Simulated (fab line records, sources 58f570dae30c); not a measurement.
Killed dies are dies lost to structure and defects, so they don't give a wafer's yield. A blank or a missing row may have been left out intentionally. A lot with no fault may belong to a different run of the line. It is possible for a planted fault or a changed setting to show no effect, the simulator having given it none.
Code-filled problem report in 8D (eight disciplines) form	flow berkeley-cmos170	the parts of the form that need people (team, actions taken, sign-off) are left out

## 1. THE PROBLEM
GATE_POLY_THK at UCB170_GATE_THK_MEAS_05 reads a mean of 171.7 nm on 12 wafers of 4 lots; wafers without a fault read 214.3 nm with a standard deviation of 2.6. Relative to the usual mean, that is a shift of -16 standard deviations.
First observed at day 10 09:11: wafer L804.1, on film-metro-01. The record has a number at this step for 48 wafers belonging to 16 lots. By rule, "out" or "out of limits" means more than 4 standard deviations away from the usual mean. The other wafers with a number count as sound.

## 2. WHAT IT IS; WHAT IT IS NOT
question	is	is not
which readings at this step	GATE_POLY_THK	-
which lots	L801, L804, L805, L806	L786, L787, L788, L789, L792, L793, L794, L795, L796, L797, L799, L800
which wafers of those lots	all that have a number	-
read on which gauges	film-metro-01, film-metro-03, film-metro-04	-
when	from day 10 09:11	up to then (36 sound wafers)

## 3. THE SUSPECTS, EACH WITH WHAT RULES IT OUT
Counting: a tool at a process step up to the reading stays a suspect if it ran every lot that is out and no sound lot after the first of them.
- ruled out: the gauge at UCB170_GATE_THK_MEAS_05. Those wafers that are out were read across 3 gauges (film-metro-01, film-metro-03, film-metro-04).
- lpcvd-01 at UCB170_GATE_CVD_04 (deposits poly-Si from SiH4, time 1440 s, target thk 214 nm): kept. All lots that are out passed through it, beginning with L801 at day 10 07:47, and no sound lot followed; its final sound lot before that point was L795 at day 9 13:14. Its own readings are out on those wafers: sih4-flow-sccm.
Left after counting: lpcvd-01 at UCB170_GATE_CVD_04.

## 4. THE CAUSE (what the simulator had put in)
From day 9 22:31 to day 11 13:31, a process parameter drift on lpcvd-01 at UCB170_GATE_CVD_04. Setting sih4-flow-sccm, moved by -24, from 120. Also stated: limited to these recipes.
After counting, this tool was the only one left.

## 5. SEQUENCE OF EFFECTS, ordered by route
Rows list readings where the struck wafers' mean (over those with a number) sits beyond 3 standard deviations from the usual. Readings are gone through only where the record gives a usual standard deviation; hours: the median, over the lots, of the time from a lot's start at the first step in this table giving one to that lot's start at this step; sigmas: the change measured in usual standard deviations.
hours	step	reading	usual	on struck wafers	change	sigmas
0	UCB170_GATE_CVD_04	sih4-flow-sccm	120.0 sccm	95.9	-24.1	-59
1	UCB170_GATE_THK_MEAS_05	GATE_POLY_THK	214.3 nm	171.7	-42.6	-16
3	UCB170_GATE_ETCH_15	oes-product-au	0.826 a.u.	0.716	-0.110	-5.8
It contains these process steps:
- UCB170_GATE_CVD_04: deposits poly-Si from SiH4, time 1440 s, target thk 214 nm.
- UCB170_GATE_ETCH_15: etches poly-Si in HBr/Cl2, stops on SiO2, time 56.3 s, target depth 278.2 nm.

## 6. WHAT WOULD HAVE CAUGHT IT SOONER
The first out-of-limits reading at a measuring or inspecting step in this record came at day 10 09:11, 11 hours after the fault's start at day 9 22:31.
At UCB170_GATE_CVD_04, the tool's own readings (sih4-flow-sccm) were out on each struck wafer the step has a row for, so an alarm limit on them would have fired on the first such wafer.
All the lots that are out (4) had begun UCB170_GATE_CVD_04 on lpcvd-01 by day 10 09:11. Had the tool been put on hold then, not one of them would have been saved.
